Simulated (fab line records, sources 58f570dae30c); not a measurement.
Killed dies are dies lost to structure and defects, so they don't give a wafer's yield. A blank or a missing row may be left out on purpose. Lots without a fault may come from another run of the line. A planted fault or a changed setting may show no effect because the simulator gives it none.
Which tool did it? | flow berkeley_cmos170 | 15 lots, 45 wafers sampled, at 2 steps of a route of 331

WHAT THE GAUGES READ, wafer by wafer
UCB170_NWELL_OVL_MEAS_12. Usual: NWELL_OVL 1 nm, standard deviation 5.9.
lot  | measured    | on         | NWELL_OVL (nm) | flag
L191 | day 2 11:57 | overlay-01 | -4 4 2         |
L190 | day 2 12:22 | overlay-01 | 4 8 0          |
L193 | day 3 00:13 | overlay-02 | 12 4 1         |
L194 | day 3 03:30 | overlay-02 | 11 -15 -3      |
L195 | day 3 11:25 | overlay-02 | 14 7 11        |
L197 | day 3 18:15 | overlay-01 | 7 2 4          |
L196 | day 3 18:32 | overlay-01 | 885 897 884    | OFF
L198 | day 4 01:00 | overlay-01 | 888 884 895    | OFF
L199 | day 4 08:44 | overlay-01 | 901 897 896    | OFF
L205 | day 5 09:22 | overlay-02 | 3 -5 -3        |
L206 | day 5 15:54 | overlay-02 | 3 4 5          |
L207 | day 5 19:04 | overlay-02 | -2 2 -4        |
L209 | day 6 07:22 | overlay-02 | -1 0 -1        |
L210 | day 6 11:34 | overlay-01 | -1 3 -1        |
L211 | day 6 17:19 | overlay-01 | 1 3 9          |

WHICH TOOL RAN EACH LOT (tool, then ch and the chambers of the sampled wafers, then the start)
lot  | UCB170_NWELL_EXPOSE_09
L191 | krf_scanner-02 ch 0, day 2 11:34
L190 | krf_scanner-01 ch 0, day 2 11:49
L193 | krf_scanner-02 ch 0, day 2 23:51
L194 | krf_scanner-02 ch 0, day 3 03:07
L195 | krf_scanner-01 ch 0, day 3 10:47
L197 | krf_scanner-01 ch 0, day 3 17:43
L196 | krf_scanner-02 ch 0, day 3 18:00
L198 | krf_scanner-02 ch 0, day 4 00:32
L199 | krf_scanner-02 ch 0, day 4 08:20
L205 | krf_scanner-01 ch 0, day 5 08:38
L206 | krf_scanner-01 ch 0, day 5 15:20
L207 | krf_scanner-01 ch 0, day 5 18:32
L209 | krf_scanner-01 ch 0, day 6 07:01
L210 | krf_scanner-01 ch 0, day 6 11:13
L211 | krf_scanner-01 ch 0, day 6 16:56
- UCB170_NWELL_EXPOSE_09: exposes mask NWELL, target cd 3000 nm.

WHAT THE TOOLS THEMSELVES READ (means of the sampled wafers that have a number; where no wafer has one, the mark that the record gives instead)
The record holds no such reading with a usual standard deviation.

THE ANSWER, worked out from the rows above alone
Rule: a lot is off if the mean of its wafers that have a number lies more than 3 standard deviations from the usual mean. A lot without any number at a reading at which 4 lots or more have one is off too. The other lots that the step has rows for count as sound. The gauges are gone through in route order, then the tools' own readings, and for those a lot's mean is taken as printed above. The first step at which some lot is off is used, and at that step the reading that is off furthest; a lot without a number counts as furthest.
Off: L196, L198, L199, at UCB170_NWELL_OVL_MEAS_12 (NWELL_OVL).
A tool fits if, at a process step before that reading, it ran every lot that is off, and no sound lot after the first of them. The gauges at UCB170_NWELL_OVL_MEAS_12 are tried like those tools. One fits: krf_scanner-02 at UCB170_NWELL_EXPOSE_09. Its last sound lot is L194 (day 3 03:07), its first lot that is off L196 (day 3 18:00): a fault that began between those two fits.

WHAT THE SIMULATOR HAD PUT IN
Scanner matching overlay: krf_scanner-02, from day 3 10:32 on, at UCB170_NWELL_EXPOSE_09. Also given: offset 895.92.
Lots struck among those shown: L196, L198, L199. The rule above found the same.
